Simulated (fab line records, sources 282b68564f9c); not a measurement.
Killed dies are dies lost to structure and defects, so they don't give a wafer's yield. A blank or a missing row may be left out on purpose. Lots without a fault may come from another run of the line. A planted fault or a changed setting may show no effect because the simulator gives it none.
Which tool did it? | flow rit_cmos | 14 lots, 42 wafers sampled, at 2 steps of a route of 202

WHAT THE GAUGES READ, wafer by wafer
The record holds no reading of a measuring or inspecting step that can be judged against a usual standard deviation.

WHICH TOOL RAN EACH LOT (tool, then ch and the chambers of the sampled wafers, then the start)
lot  | RIT_SPACER_ETCHBACK_05            | RIT_M1_PROBE_99
L978 | rie_diel-02 ch 0,1,2, day 3 08:40 | -
L979 | rie_diel-04 ch 1,3, day 3 09:31   | -
L980 | rie_diel-03 ch 1,3, day 3 11:26   | prober-02, day 3 23:17
L981 | rie_diel-03 ch 0,1,2, day 3 21:44 | prober-01, day 4 09:05
L983 | rie_diel-02 ch 1,2, day 4 04:59   | -
L984 | rie_diel-02 ch 0,2, day 4 11:31   | -
L991 | rie_diel-04 ch 0,3, day 5 22:55   | prober-01, day 6 10:08
L992 | rie_diel-03 ch 0,1,2, day 6 08:46 | -
L993 | rie_diel-02 ch 0,2,3, day 6 13:53 | -
L996 | rie_diel-02 ch 0,1,3, day 7 11:23 | -
L997 | rie_diel-02 ch 2,3, day 7 19:57   | prober-01, day 8 07:14
L998 | rie_diel-03 ch 0,1, day 8 01:46   | -
L100 | rie_diel-03 ch 1,2, day 8 10:03   | -
L101 | rie_diel-04 ch 0,2,3, day 8 16:14 | -
- RIT_SPACER_ETCHBACK_05: etches Si3N4 in SF6/CHF3, stops on SiO2, target depth 250 nm, time 240 s.
- RIT_M1_PROBE_99

WHAT THE TOOLS THEMSELVES READ (means of the sampled wafers that have a number; where no wafer has one, the mark that the record gives instead)
RIT_SPACER_ETCHBACK_05. Usual: CHF3_flow_sccm 29.99 sccm, standard deviation 0.089; SF6_flow_sccm 29.99 sccm, standard deviation 0.09; drypump_motor_current_A 5.4 A, standard deviation 0.36; oes_product_au 0.840 a.u., standard deviation 0.015; throttle_valve_pct 10.27 %, standard deviation 0.15.
lot  | tool        | CHF3_flow_sccm (sccm) | SF6_flow_sccm (sccm) | drypump_motor_current_A (A) | oes_product_au (a.u.) | throttle_valve_pct (%) | flag
L978 | rie_diel-02 | 30.06                 | 29.93                | 5.2                         | 0.847                 | 10.30                  |
L979 | rie_diel-04 | 29.98                 | 30.06                | 5.5                         | 0.842                 | 10.09                  |
L980 | rie_diel-03 | -                     | -                    | -                           | -                     | -                      | OFF
L981 | rie_diel-03 | -                     | -                    | -                           | -                     | -                      | OFF
L983 | rie_diel-02 | 29.92                 | 30.05                | 5.2                         | 0.837                 | 10.30                  |
L984 | rie_diel-02 | 29.97                 | 30.00                | 5.2                         | 0.852                 | 10.29                  |
L991 | rie_diel-04 | 29.95                 | 30.10                | 5.4                         | 0.858                 | 10.20                  |
L992 | rie_diel-03 | 29.95                 | 29.94                | 5.2                         | 0.819                 | 10.30                  |
L993 | rie_diel-02 | 29.98                 | 29.94                | 5.0                         | 0.836                 | 10.38                  |
L996 | rie_diel-02 | 29.95                 | 29.98                | 5.2                         | 0.843                 | 10.35                  |
L997 | rie_diel-02 | 30.01                 | 29.97                | 4.8                         | 0.834                 | 10.50                  |
L998 | rie_diel-03 | 30.10                 | 29.91                | 5.3                         | 0.814                 | 10.20                  |
L100 | rie_diel-03 | 29.93                 | 30.09                | 5.1                         | 0.824                 | 10.41                  |
L101 | rie_diel-04 | 30.04                 | 30.00                | 5.7                         | 0.842                 | 10.23                  |

RIT_M1_PROBE_99. Usual: killed_at_contacts 0.0, standard deviation 0.22; killed_at_front_end 6.6, standard deviation 2.7; killed_dies 6.7, standard deviation 2.7; killed_on_rim 1.7, standard deviation 1.4; killed_open 3.4, standard deviation 2; killed_short 3.2, standard deviation 1.8.
lot  | tool      | killed_at_contacts | killed_at_front_end | killed_dies | killed_on_rim | killed_open | killed_short | flag
L980 | prober-02 | 0.0                | 264.0               | 264.0       | 70.0          | 5.0         | 3.3          | OFF
L981 | prober-01 | 0.0                | 264.0               | 264.0       | 70.0          | 4.3         | 2.7          | OFF
L991 | prober-01 | 0.0                | 5.3                 | 5.3         | 2.0           | 2.7         | 2.7          |
L997 | prober-01 | 0.0                | 5.7                 | 5.7         | 1.0           | 2.0         | 3.7          |

THE ANSWER, worked out from the rows above alone
Rule: a lot is off if the mean of its wafers that have a number lies more than 3 standard deviations from the usual mean. A lot without any number at a reading at which 4 lots or more have one is off too. The other lots that the step has rows for count as sound. The gauges are gone through in route order, then the tools' own readings, and for those a lot's mean is taken as printed above. The first step at which some lot is off is used, and at that step the reading that is off furthest; a lot without a number counts as furthest.
Off: L980, L981, at RIT_SPACER_ETCHBACK_05 (CHF3_flow_sccm). Without a number there: L980, L981.
A tool fits if, at that step or a process step before it, it ran every lot that is off, and no sound lot after the first of them. None of those tried fits.

WHAT THE SIMULATOR HAD PUT IN
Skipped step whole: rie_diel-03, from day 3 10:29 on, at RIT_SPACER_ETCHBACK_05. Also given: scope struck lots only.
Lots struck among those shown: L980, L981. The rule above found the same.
